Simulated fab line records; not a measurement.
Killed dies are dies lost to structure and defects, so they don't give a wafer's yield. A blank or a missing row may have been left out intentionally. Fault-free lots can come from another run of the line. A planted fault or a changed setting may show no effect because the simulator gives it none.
Comparing a struck lot with a sound one :: flow ritCmos :: 15 out of 202 route steps
Sound: these wafers, L308.2, L308.4, L308.5. Struck: wafers L317.1, L317.3, L317.5. Last of all comes the cause.
Per side, at each step with rows, come the tool, then ch with its chambers, and then its first start. Under that, the readings that differ: sound wafers :: struck wafers :: difference of the means :: sigmas: that difference in standard deviations of wafers without a fault.
alike: readings whose means differ by less than 2 such deviations, and words and numbers that are the same on both sides. not compared: withheld readings, readings that some wafer has no value for, bounds like >300 that may hide the same value, and numbers for which the record gives no deviation and whose values overlap.
A row with sigmas, a row that says differs or no value, or rows on one side alone: a step with any of these is where the two part. Numbers that don't overlap but have no deviation are shown without sigmas and don't part them. A reading missing from all wafers of one side parts the sides only when that side holds two or more wafers.

first, 2 steps without rows for these wafers: RIT_PWELL_PEB_04; RIT_PWELL_DEVELOP_05 (develop time 68 s).
RIT_PWELL_OVL_MEAS_06:
  sound on overlay-01 at day 2 09:22; struck on overlay-01 at day 4 05:07
  alike: PWELL_OVL
then, 2 steps without rows for these wafers: RIT_PWELL_HARDBAKE_07 (time 120 s); RIT_PWELL_IMPLANT_08.
RIT_PWELL_STRIP_09: strips in O2, time 180 s.
  sound on plasmaAsher-02 ch 0,1, day 2 09:47; struck on plasmaAsher-01 ch 0,1, day 4 05:32
  alike: drypumpMotorCurrentA
  not compared: rfHoursCounterH
RIT_PWELL_TW_MEAS_10:
  sound on filmMetro-04 at day 2 09:59; struck on filmMetro-03 at day 4 05:43
reading: PWELL_TW
sound: 943 944 950
struck: 973 971 973
difference: +27
sigmas: +2
then, 1 step without rows for these wafers: RIT_WELLDRIVE_ANNEAL_00 (time 14700 s).
RIT_WELLDRIVE_RS_MEAS_01: uses a four-point probe to measure.
  sound on filmMetro-02 at day 2 16:07; struck on filmMetro-02 at day 4 13:22
  alike: NWELL_RS
RIT_WELLDRIVE_RS_MEAS_02: uses a four-point probe to measure.
  sound on filmMetro-02 at day 2 16:14; struck on filmMetro-02 at day 4 13:29
  alike: PWELL_RS
then, 2 steps without rows for these wafers: RIT_NRETRO_HMDS_00 (prime time 60 s); RIT_NRETRO_COAT_01 (resist thk 1300 nm).
RIT_NRETRO_SOFTBAKE_02: time 60 s.
  sound on lithoTrack-02 ch 0, day 2 16:40; struck on lithoTrack-04 ch 0, day 4 13:54
reading: runLengthS (s)
sound: 88.84 88.81 88.94
struck: 94.61 94.63 94.55
difference: +5.73
sigmas: +27
then, 1 step without rows for these wafers: RIT_NRETRO_EXPOSE_03 (exposes mask M4, target cd 43900 nm).
RIT_M1_PROBE_99:
  sound on prober-01 at day 3 23:34; struck on prober-02 at day 5 23:28
reading: killed_at_M0_to_M3
sound: 0 1 0
struck: 0 0 0
difference: +0
sigmas: -2
  alike: killedAtContacts, killedAtFrontEnd, killedDies, killedOpen, killedShort

## WHERE THEY PART
First at RIT_PWELL_TW_MEAS_10; last, within this record, at RIT_M1_PROBE_99.

WHY: what had been put in by the simulator
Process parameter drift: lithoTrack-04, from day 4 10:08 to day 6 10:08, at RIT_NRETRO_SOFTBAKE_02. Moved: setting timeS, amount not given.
